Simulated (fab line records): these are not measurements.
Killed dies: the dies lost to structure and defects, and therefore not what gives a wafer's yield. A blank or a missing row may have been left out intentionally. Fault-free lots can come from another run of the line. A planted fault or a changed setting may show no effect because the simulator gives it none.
Which of the tools did it? ; flow berkeley cmos170 ; Sampling: 14 lots, 42 wafers, 3 of 331 route steps

## WHAT EACH GAUGE READ, for each wafer
UCB170_PLDD_TW_MEAS_11.
lot;measured;on;PLDD_TW
L285;day 6 14:01;film metro-02;1009 1016 1017
L287;day 7 03:12;film metro-01;1008 1016 1012
L288;day 7 13:03;film metro-01;1014 1019 1014
L291;day 8 05:22;film metro-01;1017 1020 1019
L290;day 8 05:47;film metro-02;1015 1020 1013
L294;day 8 11:52;film metro-01;1139 1144 1136
L298;day 9 00:08;film metro-02;1138 1138 1138
L299;day 9 00:36;film metro-02;1017 1017 1016
L302;day 9 12:06;film metro-01;1019 1021 1019
L303;day 9 15:25;film metro-04;1000 994 1004
L304;day 10 09:01;film metro-02;1008 1004 1008
L307;day 10 13:13;film metro-01;1019 1011 1015
L306;day 10 13:47;film metro-04;998 1000 1005
L308;day 10 13:56;film metro-01;1007 1006 1015

UCB170_SDANNEAL_RS_MEAS_04: uses a four-point probe to measure.
lot;measured;on;PLDD_RS (ohm/sq)
L285;day 7 00:47;film metro-04;1031.1 1036.2 1032.3
L287;day 7 14:12;film metro-02;1042.1 1036.2 1040.0
L288;day 8 01:28;film metro-01;1030.1 1031.2 1035.8
L291;day 8 18:05;film metro-01;1031.9 1032.4 1034.4
L290;day 8 20:50;film metro-02;1027.1 1026.9 1026.8
L294;day 9 01:23;film metro-01;782.2 783.0 780.9
L298;day 9 12:37;film metro-04;781.4 780.8 779.9
L299;day 9 13:04;film metro-01;1033.2 1032.5 1032.7
L302;day 10 01:04;film metro-02;1035.8 1035.8 1034.4
L303;day 10 07:38;film metro-02;1033.2 1033.3 1032.7
L304;day 10 22:04;film metro-02;1034.6 1034.6 1034.9
L307;day 11 03:13;film metro-01;1032.0 1032.9 1030.7
L306;day 11 02:59;film metro-04;1033.3 1034.6 1037.3
L308;day 11 03:11;film metro-02;1034.1 1031.2 1033.5

## TOOL THAT RAN EACH LOT (tool first, then ch and the chambers of the sampled wafers, then the start)
lot;UCB170_PLDD_IMPLANT_08
L285;implanter-02 ch 0, day 6 13:37
L287;implanter-02 ch 0, day 7 02:49
L288;implanter-01 ch 0, day 7 12:40
L291;implanter-03 ch 0, day 8 04:58
L290;implanter-01 ch 0, day 8 05:23
L294;implanter-02 ch 0, day 8 11:28
L298;implanter-02 ch 0, day 8 23:45
L299;implanter-01 ch 0, day 9 00:13
L302;implanter-01 ch 0, day 9 11:44
L303;implanter-01 ch 0, day 9 15:01
L304;implanter-03 ch 0, day 10 08:37
L307;implanter-01 ch 0, day 10 12:51
L306;implanter-03 ch 0, day 10 13:23
L308;implanter-01 ch 0, day 10 13:33
- UCB170_PLDD_IMPLANT_08

## AS READ BY THE TOOLS THEMSELVES (means over the sampled wafers that have a number; for cases with no such wafer, the mark the record gives instead)
UCB170_PLDD_IMPLANT_08.
lot;tool;beam on s (s);dose ions cm2;faraday current uA
L285;implanter-02;9.85;5e+13;161
L287;implanter-02;9.89;5e+13;160
L288;implanter-01;10.41;5e+13;153
L291;implanter-03;10.11;5e+13;157
L290;implanter-01;10.29;5e+13;154
L294;implanter-02;14.03;9e+13;211
L298;implanter-02;14.59;9e+13;204
L299;implanter-01;10.36;5e+13;153
L302;implanter-01;10.26;5e+13;155
L303;implanter-01;10.23;5e+13;155
L304;implanter-03;9.90;5e+13;160
L307;implanter-01;10.32;5e+13;153
L306;implanter-03;9.90;5e+13;160
L308;implanter-01;10.41;5e+13;152

## THE ANSWER, worked out from the rows above alone
Rule: usual is defined by the lots themselves. Put in order of their means at a reading, lots are off if they are a third of the lots or fewer, leave a main group of 4 or more, and stand apart from it by a gap of 3 or more times the standard deviation of the main group's means; of several such gaps the widest counts. If all means in a main group match to the digits the tables above print for the reading, that group is not used. Also off: a lot with no number at a reading for which 4 or more lots have one. Any other lot the step has rows for is counted as sound. First the gauges in route order, then the tools' own readings, where a lot's mean is used as printed above. The first step at which some lot is off is used, and at that step the reading that is off furthest; a lot without a number counts as furthest.
Off: at UCB170_PLDD_TW_MEAS_11 (PLDD_TW), L294, L298. For the main group the mean is 1012 and the standard deviation 6.4.
If a tool, at a process step before that reading, ran all the lots that are off and no sound lot after the first of them, it fits. The gauges at UCB170_PLDD_TW_MEAS_11 aren't tried: what is off there is off at UCB170_PLDD_IMPLANT_08 too, on other tools, and a gauge's error can't cause that. One candidate fits, namely implanter-02 at UCB170_PLDD_IMPLANT_08. A fault onset in the window from L287 (day 7 02:49, its last sound lot) to L294 (day 8 11:28, its first lot off) fits.
The tool's own readings at UCB170_PLDD_IMPLANT_08 bear it out: on the lots that are off they differ by more than 5 times the standard deviation of the sound lots' means. beam on s reads 14.31 s there against 10.16 s on the sound lots; dose ions cm2 reads 9e+13 there against 5e+13 on the sound lots; faraday current uA reads 208 there against 156 on the sound lots.

## WHAT HAD BEEN PUT IN BY THE SIMULATOR
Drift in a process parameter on implanter-02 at UCB170_PLDD_IMPLANT_08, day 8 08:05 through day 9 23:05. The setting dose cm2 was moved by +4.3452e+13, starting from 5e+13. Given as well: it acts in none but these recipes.
Struck lots among those shown: L294, L298. The rule above found the same.
